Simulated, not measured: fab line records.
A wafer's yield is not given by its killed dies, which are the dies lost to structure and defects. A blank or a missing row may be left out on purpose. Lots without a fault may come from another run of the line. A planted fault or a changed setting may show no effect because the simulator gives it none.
One fault through the eyes of 2 desks + flow berkeley-cmos170 + what lay behind the numbers comes last; until then each desk has only its own

DESK OF THE TOOL OWNER: pvd-sputter-02
The tool's own readings at UCB170_SILICIDE_SPUTTER_01 (material Ti, target thk 30 nm, time 25 s): means of the sampled wafers that have a number, for each lot that ran on this tool. If a lot's mean is further than 4 standard deviations from the usual mean, the lot is out of limits and carries the mark OUT (the distance appears in the brackets).
Columns: A = cathode-dc-power-W at UCB170_SILICIDE_SPUTTER_01, usual 1499.9 W; B = throttle-valve-pct at UCB170_SILICIDE_SPUTTER_01, usual 29.7 %
| lot  | first seen here | A                        | B    |
|------|-----------------|--------------------------|------|
| L177 | day 6 07:46     | 1499.9                   | 29.8 |
| L187 | day 8 14:17     | 1451.2 (-99 or more) OUT | 29.6 |
| L189 | day 9 05:10     | 1451.2 (-99 or more) OUT | 29.8 |
| L200 | day 11 11:43    | 1500.0                   | 29.6 |
This desk's finding: out of limits on L187, L189; first on L187, day 8 14:17 (cathode-dc-power-W at UCB170_SILICIDE_SPUTTER_01). L177, L200: within limits.

AT THE METROLOGY DESK
Means of the sampled wafers that have a number, per lot and without regard to the tool the lot ran on: this is what the gauges read. If a lot's mean is further than 4 standard deviations from the usual mean, the lot is out of limits and carries the mark OUT (the distance appears in the brackets).
Columns: A = cd-nm at UCB170_NLDD_CD_MEAS_06, usual 1199.9 nm; B = SILICIDE_TI_RS at UCB170_SILICIDE_RS_MEAS_02, usual 26.1 ohm/sq; C = SILICIDE_TI_THK at UCB170_SILICIDE_THK_MEAS_03, usual 29.9 nm
| lot  | first seen here | A      | B               | C    |
|------|-----------------|--------|-----------------|------|
| L177 | day 5 19:04     | 1198.6 | 26.1            | 29.7 |
| L178 | day 5 23:49     | 1198.1 | 26.8            | 29.1 |
| L183 | day 7 03:58     | 1202.7 | 26.0            | 30.0 |
| L185 | day 7 05:05     | 1199.3 | 25.8            | 30.2 |
| L187 | day 8 02:27     | 1198.2 | 28.0 (+4.9) OUT | 28.2 |
| L189 | day 8 16:54     | 1197.8 | 26.9            | 29.3 |
| L190 | day 8 17:07     | 1198.2 | 26.3            | 29.8 |
| L191 | day 8 22:22     | 1200.8 | 25.6            | 30.3 |
| L194 | day 9 06:43     | 1200.1 | 25.8            | 30.2 |
| L193 | day 9 07:14     | 1198.6 | 25.5            | 30.3 |
| L196 | day 10 01:11    | 1199.4 | 26.0            | 30.3 |
| L195 | day 10 06:56    | 1200.9 | 26.2            | 30.1 |
| L198 | day 10 07:02    | 1202.7 | 25.5            | 30.7 |
| L200 | day 10 23:14    | 1201.1 | 26.0            | 30.0 |
This desk's result: L187 out of limits, first on L187 (SILICIDE_TI_RS at UCB170_SILICIDE_RS_MEAS_02), day 8 14:19. L177, L178, L183, L185, L189, L190, L191, L194, L193, L196, L195, L198, L200: within limits.

BROUGHT TOGETHER
An alarm could have come from the tool owner's desk at day 8 14:17, on L187, L189.
At day 8 14:19 the metrology desk could have sounded an alarm, on L187.
The metrology desk has L189 on record, within its limits.
On pvd-sputter-02, each named lot ran UCB170_SILICIDE_SPUTTER_01.

WHAT WAS PUT IN BY THE SIMULATOR
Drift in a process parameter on pvd-sputter-02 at UCB170_SILICIDE_SPUTTER_01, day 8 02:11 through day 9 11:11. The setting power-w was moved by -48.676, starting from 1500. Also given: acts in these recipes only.
Lots struck among those shown: L187, L189.
Counting hours from when the fault started, the first reading out of limits came at 12 for the tool owner's desk and at 12 for the metrology desk.
